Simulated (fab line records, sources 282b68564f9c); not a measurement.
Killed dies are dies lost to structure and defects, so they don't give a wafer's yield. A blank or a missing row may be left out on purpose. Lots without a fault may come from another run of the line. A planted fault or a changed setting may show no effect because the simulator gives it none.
fab line records | flow rit_cmos
record lots=6 wafers=18 last_day=8
route steps=202 shown NRETRO@53 PRETRO@64 M1@202
lots that met no fault: from a run of the same line without faults
start_h: hours from the record's first day to the start of the lot's first wafer shown | wait_h: hours since the lot's step before | " the same as in the row above | L1.1+2: a row that stands for several wafers | - no value, or no start given | * or withheld: withheld | < > ~ a bound
route shown NAME@n: a module of which the file shows steps, and the number in the route of the first | usual: mean/standard deviation of fault-free wafers | same: alike in all rows | chamber/n: place in a boat | sites: the reading at each site | _std_site: their standard deviation | _edge_site: outer sites' mean less inner sites' | radius_mm: how far each site lies from the wafer's centre | mask NAME#n: copy n | behind: the tool/chamber that last shaped the wafer | hold: why the lot was held/for how many hours/how that ended | device: the transistor (n, p or np) that didn't switch | end of line: the same wafers' tests at the end of the route | a step without rows: its recipe alone | killed: dies lost to structure and defects at the first sort, not the wafer's yield | map: a wafer's dies, x killed, . not, _ none there
set.NAME: the setting as run; set.NAME@STEP: as run at that earlier step | model.NAME: the simulator's own value behind a step, which no gauge read
lots at some steps of the route; a table a step, a row a wafer
services: from which hour (start_h, from the record's first day; less than 0 if before it) a tool's chamber was out of use, for how many hours, and why
## steps
# step RIT_NRETRO_HMDS_00
# recipe prime_time_s=60 prime_temp_c=140
# step RIT_NRETRO_COAT_01
# recipe resist=NOVOLAK spin_rpm=2000 resist_thk_nm=1300
# step RIT_NRETRO_SOFTBAKE_02
# recipe resist=NOVOLAK temp_c=90 time_s=60
# step RIT_NRETRO_EXPOSE_03
# recipe mask_id=M4 na=0.57 target_cd_nm=43900 dose_mj=250
# step RIT_NRETRO_PEB_04
# recipe resist=NOVOLAK temp_c=withheld time_s=withheld
# step RIT_NRETRO_DEVELOP_05
# recipe resist=NOVOLAK develop_time_s=68 dev_temp_c=23
# step RIT_NRETRO_OVL_MEAS_06
# usual NRETRO_OVL=0.7/1.3
# columns lot.wafer tool chamber start_h wait_h NRETRO_OVL[nm]
L147.1 overlay-02 - 59.42 - -0.3
L147.2 " - " " 1.0
L147.6 " - " " 1.1
L148.2 overlay-02 - 61.43 - 0.3
L148.3 " - " " -0.5
L148.6 " - " " 0.9
L149.3 overlay-02 - 66.52 - 0.6
L149.4 " - " " 0.8
L149.6 " - " " 0.4
L160.3 overlay-02 - 129.00 - 1.8
L160.5 " - " " 1.4
L160.6 " - " " 1.4
L161.2 overlay-02 - 140.36 - 1.2
L161.5 " - " " 0.3
L161.6 " - " " -0.3
L163.2 overlay-01 - 147.86 - 2.4
L163.4 " - " " 1.6
L163.5 " - " " 3.2
# step RIT_NRETRO_HARDBAKE_07
# recipe resist=NOVOLAK temp_c=140 time_s=120
# step RIT_NRETRO_IMPLANT_08
# recipe species=P energy_kev=68.87 dose_cm2=1e+13 tilt_deg=7
# step RIT_NRETRO_STRIP_09
# recipe chemistry=O2 time_s=180 resist=NOVOLAK platen_temp_c=withheld power_w=500 pressure_mtorr=4000 o2_flow_sccm=4000
# usual drypump_motor_current_A=5.7/0.56
# columns lot.wafer tool chamber start_h wait_h drypump_motor_current_A rf_hours_counter_h
L147.1 plasma_asher-02 0 59.86 0.1 5.1 43
L147.2 " 1 " " 6.6 43
L147.6 " 1 " " 6.6 -
L148.2 plasma_asher-02 0 61.86 0.1 5.1 43
L148.3 " 1 " " 6.6 -
L148.6 " 1 " " 6.6 -
L149.3 plasma_asher-01 0 67.00 0.1 5.1 -
L149.4 " 1 " " 5.7 -
L149.6 " 1 " " 5.7 -
L160.3 plasma_asher-01 1 129.48 0.1 5.7 -
L160.5 " 1 " " 5.7 -
L160.6 " 0 " " 5.1 -
L161.2 plasma_asher-02 1 140.79 0.1 6.6 2
L161.5 " 0 " " 5.1 -
L161.6 " 1 " " 6.6 -
L163.2 plasma_asher-02 0 148.29 0.1 5.1 2
L163.4 " 0 " " 5.1 -
L163.5 " 0 " " 5.1 -
# step RIT_NRETRO_TW_MEAS_10
# usual NRETRO_TW=1044/8.8
# columns lot.wafer tool chamber start_h wait_h NRETRO_TW
L147.1 film_metro-02 - 60.03 0.1 1045
L147.2 " - " " 1039
L147.6 " - " " 1046
L148.2 film_metro-02 - 62.04 0.1 1046
L148.3 " - " " 1057
L148.6 " - " " 1052
L149.3 film_metro-02 - 67.14 0.1 1052
L149.4 " - " " 1048
L149.6 " - " " 1056
L160.3 film_metro-04 - 129.62 0.1 1048
L160.5 " - " " 1046
L160.6 " - " " 1044
L161.2 film_metro-01 - 140.98 0.1 1035
L161.5 " - " " 1040
L161.6 " - " " 1037
L163.2 film_metro-04 - 148.48 0.1 1039
L163.4 " - " " 1043
L163.5 " - " " 1044
# step RIT_PRETRO_HMDS_00
# recipe prime_time_s=60 prime_temp_c=140
# step RIT_PRETRO_COAT_01
# recipe resist=NOVOLAK spin_rpm=2000 resist_thk_nm=1300
# usual chill_plate_temp_C=23.02/0.099
# columns lot.wafer tool chamber start_h wait_h chill_plate_temp_C model.NOVOLAK_of_PRETRO_COAT_01.thk_nm
L147.1 litho_track-01 0 60.24 0.1 22.93 1302
L147.2 " 0 " " 23.05 1302
L147.6 " 0 " " 23.00 1301
L148.2 litho_track-03 0 62.27 0.1 23.00 1296
L148.3 " 0 " " 23.12 1299
L148.6 " 0 " " 23.11 1299
L149.3 litho_track-04 0 67.38 0.1 23.01 1305
L149.4 " 0 " " 23.00 1310
L149.6 " 0 " " 22.81 1303
L160.3 litho_track-04 0 129.86 0.1 23.01 260.1
L160.5 " 0 " " 23.01 260
L160.6 " 0 " " 22.92 259.3
L161.2 litho_track-04 0 141.20 0.1 22.87 260.5
L161.5 " 0 " " 23.08 260.8
L161.6 " 0 " " 23.04 260.5
L163.2 litho_track-01 0 148.81 0.1 23.07 1298
L163.4 " 0 " " 23.03 1298
L163.5 " 0 " " 22.97 1301
# step RIT_PRETRO_SOFTBAKE_02
# recipe resist=NOVOLAK temp_c=90 time_s=60
# step RIT_PRETRO_EXPOSE_03
# recipe mask_id=M5 na=0.57 target_cd_nm=43700 dose_mj=250
# step RIT_PRETRO_PEB_04
# recipe resist=NOVOLAK temp_c=withheld time_s=withheld
# step RIT_PRETRO_DEVELOP_05
# recipe resist=NOVOLAK develop_time_s=68 dev_temp_c=23
# step RIT_PRETRO_OVL_MEAS_06
# usual PRETRO_OVL=0.8/1.3
# columns lot.wafer tool chamber start_h wait_h PRETRO_OVL[nm]
L147.1 overlay-02 - 61.10 - 2.0
L147.2 " - " " -0.2
L147.6 " - " " 0.3
L148.2 overlay-02 - 62.98 - -1.1
L148.3 " - " " -0.8
L148.6 " - " " 1.6
L149.3 overlay-02 - 68.07 - 1.9
L149.4 " - " " 0.2
L149.6 " - " " 2.4
L160.3 overlay-02 - 130.68 - 0.2
L160.5 " - " " -1.6
L160.6 " - " " -2.7
L161.2 overlay-02 - 141.91 - -1.6
L161.5 " - " " 0.7
L161.6 " - " " -2.4
L163.2 overlay-02 - 149.86 - 0.7
L163.4 " - " " 1.5
L163.5 " - " " 1.6
# step RIT_PRETRO_HARDBAKE_07
# recipe resist=NOVOLAK temp_c=140 time_s=120
# usual chill_plate_temp_C=23.00/0.1
# columns lot.wafer tool chamber start_h wait_h chill_plate_temp_C model.NOVOLAK_of_PRETRO_COAT_01.thk_nm
L147.1 litho_track-04 0 61.13 0.0 23.15 1139
L147.2 " 0 " " 23.08 1139
L147.6 " 0 " " 23.17 1138
L148.2 litho_track-03 0 63.05 0.1 23.12 1133
L148.3 " 0 " " 22.93 1136
L148.6 " 0 " " 22.96 1136
L149.3 litho_track-04 0 68.17 0.1 22.97 1142
L149.4 " 0 " " 22.92 1145
L149.6 " 0 " " 22.92 1140
L160.3 litho_track-04 0 130.78 0.1 23.07 234.3
L160.5 " 0 " " 23.15 234.3
L160.6 " 0 " " 22.95 233.6
L161.2 litho_track-04 0 141.98 0.1 22.99 234.8
L161.5 " 0 " " 23.01 234.9
L161.6 " 0 " " 23.05 234.7
L163.2 litho_track-03 0 149.94 0.1 23.23 1136
L163.4 " 0 " " 23.00 1135
L163.5 " 0 " " 22.94 1138
# step RIT_PRETRO_IMPLANT_08
# recipe species=B energy_kev=45 dose_cm2=1.184e+13 tilt_deg=7
# step RIT_M1_PROBE_99
# usual killed_at_contacts=0.0/0.2 killed_at_front_end=7.0/2.8 killed_dies=7.0/2.8 killed_open=3.4/1.9 killed_short=3.6/2
# same gross_dies=264 killed_at_M0_to_M3=0 killed_at_M4_up=0 killed_at_back_side=0 killed_at_other=0
# columns lot.wafer tool chamber start_h wait_h killed_at_contacts killed_at_front_end killed_dies killed_open killed_short model.etest.pmos_0p3.r_on_ohm_um model.etest.pmos_turned.r_on_ohm_um model.etest.pmos_0p15.r_on_ohm_um model.etest.pmos_0p15.drive_ua_um model.etest.pmos_turned.drive_ua_um model.etest.pmos_narrow.drive_ua_um model.etest.pmos_0p3.drive_ua_um model.etest.well_edge_left.line_ohm_um
L147.1 prober-01 - 90.01 0.1 0 7 7 3 4 6482 3675 2948 237.8 174 96.03 96.56 182.8
L147.2 prober-01 - 90.06 0.1 0 9 9 5 4 6555 3713 2993 236.3 174 93.52 94.65 183
L147.6 prober-01 - 90.26 0.2 0 6 6 4 2 6552 3685 2982 236.2 173.8 94.2 94.62 184.4
L148.2 prober-02 - 92.23 0.1 0 3 3 1 2 6337 3398 2749 258.6 193.1 99.87 100 181.2
L148.3 prober-02 - 92.28 0.2 0 4 4 4 0 6439 3557 2856 247.3 184.1 99.07 99.39 184.3
L148.6 prober-02 - 92.43 0.2 0 9 9 2 7 6292 3415 2717 257.6 191.5 101 101.6 183
L149.3 prober-01 - 103.06 0.2 0 2 2 2 0 6571 3551 2896 241.2 181.6 93.88 94.5 184.8
L149.4 prober-01 - 103.11 0.2 1 7 8 4 4 6546 3511 2898 246 186.6 93.85 94.51 185.6
L149.6 prober-01 - 103.21 0.2 0 1 1 0 1 6489 3480 2811 246.8 187.1 95.73 96.6 184.7
L160.3 prober-02 - 165.24 0.2 0 7 7 4 3 5563 2886 2395 321 252.6 132 127.5 196.6
L160.5 prober-02 - 165.34 0.2 0 7 7 2 5 5530 3028 2454 308.4 237.7 133.7 128.1 195.1
L160.6 prober-02 - 165.39 0.2 0 7 7 6 1 5452 2891 2393 326.1 255.9 135.3 130 196.6
L161.2 prober-01 - 172.02 0.1 0 7 7 3 4 5988 3426 2734 271 199.8 117.9 113.5 185.7
L161.5 prober-01 - 172.17 0.2 0 6 6 2 4 6091 3447 2780 265.4 198.7 114.2 111 187.8
L161.6 prober-01 - 172.22 0.2 0 4 4 2 2 5992 3371 2761 270.8 207.3 118.5 112.6 187.8
L163.2 prober-02 - 180.78 0.1 0 6 6 4 2 6273 3510 2808 251.8 189.4 102.8 102.2 183.1
L163.4 prober-02 - 180.88 0.2 0 8 8 6 2 6152 3398 2740 258.1 193.9 105.7 103.5 183.8
L163.5 prober-02 - 180.93 0.2 0 6 6 1 5 6291 3425 2797 256.1 191.8 105.3 102.8 183
# killed by level:class
L147.1 GATE:geometric_particle:short=3 FOX1:geometric_particle:short=1 FOX2:geometric_particle:open=1 GATE:geometric_particle:open=1 SILICIDE:geometric_particle:open=1
L147.2 GATE:geometric_particle:short=4 FOX1:geometric_particle:open=2 FOX2:geometric_particle:open=1 GATE:geometric_particle:open=1 SILICIDE:geometric_particle:open=1
L147.6 FOX2:geometric_particle:open=3 GATE:geometric_particle:short=1 REOX:geometric_particle:short=1 SPACER:geometric_particle:open=1
L148.2 GATE:geometric_particle:short=2 FOX2:geometric_particle:open=1
L148.3 GATE:geometric_particle:open=2 REOX:geometric_particle:open=1 SPACER:geometric_particle:open=1
L148.6 SPACER:geometric_particle:open=2 FOX2:geometric_particle:short=2 GATE:geometric_particle:short=2 SILICIDE:geometric_particle:short=2 REOX:geometric_particle:short=1
L149.3 REOX:geometric_particle:open=1 SILICIDE:geometric_particle:open=1
L149.4 GATE:geometric_particle:short=2 FOX1:geometric_particle:short=1 GATE:geometric_particle:open=1 REOX:geometric_particle:open=1 SPACER:geometric_particle:open=1 SILICIDE:geometric_particle:open=1 CONTACT:geometric_particle:short=1
L149.6 FOX1:geometric_particle:short=1
L160.3 FOX1:geometric_particle:open=2 REOX:geometric_particle:short=2 REOX:geometric_particle:open=1 SILICIDE:geometric_particle:open=1 SILICIDE:geometric_particle:short=1
L160.5 FOX1:geometric_particle:short=2 REOX:geometric_particle:open=2 REOX:geometric_particle:short=2 GATE:geometric_particle:short=1
L160.6 REOX:geometric_particle:open=3 SILICIDE:geometric_particle:open=2 GATE:geometric_particle:open=1 GATE:geometric_particle:short=1
L161.2 GATE:geometric_particle:short=3 GATE:geometric_particle:open=3 SILICIDE:geometric_particle:short=1
L161.5 GATE:geometric_particle:short=2 FOX1:geometric_particle:short=1 FOX1:geometric_particle:open=1 REOX:geometric_particle:open=1 REOX:geometric_particle:short=1
L161.6 GATE:geometric_particle:open=2 GATE:geometric_particle:short=1 SILICIDE:geometric_particle:short=1
L163.2 GATE:geometric_particle:short=2 GATE:geometric_particle:open=2 REOX:geometric_particle:open=1 SPACER:geometric_particle:open=1
L163.4 SILICIDE:geometric_particle:open=4 GATE:geometric_particle:open=2 FOX1:geometric_particle:short=1 GATE:geometric_particle:short=1
L163.5 GATE:geometric_particle:short=3 FOX1:geometric_particle:short=1 FOX2:geometric_particle:short=1 SILICIDE:geometric_particle:open=1
## services
# columns tool chamber start_h hours kind
plasma_asher-02 - 108.75 9.0 pm
plasma_asher-02 0 108.75 11.4 vent_cycle
plasma_asher-02 1 108.75 11.4 vent_cycle
plasma_asher-02 - 116.00 4.1 repair
plasma_asher-02 0 117.75 - clean
plasma_asher-02 1 117.75 - clean
plasma_asher-01 - 132.24 3.4 repair
plasma_asher-02 - 149.27 3.2 repair
## key
first_sign none at tools or gauges
model_effect step=RIT_PRETRO_COAT_01 value=NOVOLAK_of_PRETRO_COAT_01.thk_nm without=1301 struck=260.2
model_effect step=RIT_PRETRO_HARDBAKE_07 value=NOVOLAK_of_PRETRO_COAT_01.thk_nm without=1138 struck=234.4
model_effect step=RIT_M1_PROBE_99 value=etest.pmos_0p3.r_on_ohm_um without=6384 struck=5769
met_at RIT_PRETRO_COAT_01
struck_wafers L160.3,L160.5,L160.6,L161.2,L161.5,L161.6
tester_left_out L160,L161
onset_between 67.38 129.86
fault kind=process_parameter_drift tool=litho_track-04 chamber=- onset_h=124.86 steps=RIT_PRETRO_COAT_01 channel=resist_thk_nm offset=-1040 shape=step end_h=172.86 acts_in=these_recipes_only stated=1300
# tester_left_out: of these lots the tester's yield and bins aren't shown, on N5 and GAA mostly nor the transistor test; their killed dies are dies lost to structure and defects alone, not to doping, threshold or leakage, so they don't give the yield
